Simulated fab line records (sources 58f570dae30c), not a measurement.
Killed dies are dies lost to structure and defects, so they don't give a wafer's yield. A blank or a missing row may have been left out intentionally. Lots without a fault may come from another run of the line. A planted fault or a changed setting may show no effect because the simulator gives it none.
Which tool is to blame? | flow berkeley cmos170 | 15 lots, 45 wafers sampled, at 2 steps of a route of 331

== WHAT THE GAUGES READ, wafer by wafer ==
UCB170_CONTACT_CD_MEAS_15: target cd 700 nm.
lot  | measured     | on        | cd nm (nm)
L928 | day 8 13:28  | cd sem-01 | 702.8 703.5 703.1
L927 | day 8 14:40  | cd sem-01 | 700.3 700.6 702.2
L931 | day 8 23:08  | cd sem-01 | 699.6 701.3 700.3
L930 | day 8 23:33  | cd sem-01 | 703.1 705.0 702.7
L929 | day 9 01:14  | cd sem-02 | 699.4 700.1 700.3
L932 | day 9 01:31  | cd sem-02 | 697.4 696.7 697.7
L933 | day 9 02:43  | cd sem-02 | 699.0 701.7 700.7
L935 | day 9 22:18  | cd sem-01 | 700.1 700.2 700.8
L936 | day 10 00:47 | cd sem-02 | 701.5 701.4 701.6
L937 | day 10 07:42 | cd sem-01 | 701.1 700.2 702.0
L941 | day 11 15:34 | cd sem-02 | 701.2 699.2 700.7
L945 | day 12 05:35 | cd sem-01 | 700.2 700.3 700.5
L946 | day 12 08:02 | cd sem-02 | 697.8 699.8 698.9
L949 | day 12 19:55 | cd sem-01 | 700.6 699.4 702.8
L950 | day 13 05:32 | cd sem-02 | 702.1 701.0 701.4

UCB170_CONTACT_OVL_MEAS_16.
lot  | measured     | on         | CONTACT_OVL (nm)
L928 | day 8 13:35  | overlay-02 | 8 2 1
L927 | day 8 14:46  | overlay-01 | -3 3 0
L931 | day 8 23:15  | overlay-02 | 4 -7 5
L930 | day 8 23:40  | overlay-02 | -2 -8 -6
L929 | day 9 01:20  | overlay-02 | -3 1 -4
L932 | day 9 01:37  | overlay-01 | -1 1 5
L933 | day 9 02:49  | overlay-02 | -4 5 -1
L935 | day 9 22:25  | overlay-02 | -7 0 -3
L936 | day 10 00:53 | overlay-01 | 4 -1 12
L937 | day 10 07:47 | overlay-02 | -2 -1 -8
L941 | day 11 15:41 | overlay-01 | 2 -2 0
L945 | day 12 05:41 | overlay-01 | -6 -11 -3
L946 | day 12 08:07 | overlay-02 | 7 5 9
L949 | day 12 20:00 | overlay-01 | 5 -5 0
L950 | day 13 05:39 | overlay-01 | -10 -4 -3

== TOOL THAT RAN EACH LOT (tool first, then ch and the chambers of the sampled wafers, then the start) ==
The record holds no process step before these readings.

== AS READ BY THE TOOLS THEMSELVES (means over the sampled wafers that have a number; for cases with no such wafer, the mark the record gives instead) ==
The record holds no such reading with a usual standard deviation.

== THE ANSWER, worked out from the rows above alone ==
Rule: usual is defined by the lots themselves. Put in order of their means at a reading, lots are off if they are a third of the lots or fewer, leave a main group of 4 or more, and stand apart from it by a gap of 3 or more times the standard deviation of the main group's means; of several such gaps the widest counts. A main group whose means are all the same, to the digits that the tables above print for the reading, isn't used. Also off: a lot with no number at a reading for which 4 or more lots have one. All remaining lots with rows at the step are treated as sound. Order of review: gauges by route order, followed by the tools' own readings, for which a lot's mean as printed above is used. At the first step where some lot is off, the reading lying furthest off is the one used; lots without a number count as furthest.
No lot is off at any reading shown: from this, nothing can be told.

== WHAT THE SIMULATOR PUT IN ==
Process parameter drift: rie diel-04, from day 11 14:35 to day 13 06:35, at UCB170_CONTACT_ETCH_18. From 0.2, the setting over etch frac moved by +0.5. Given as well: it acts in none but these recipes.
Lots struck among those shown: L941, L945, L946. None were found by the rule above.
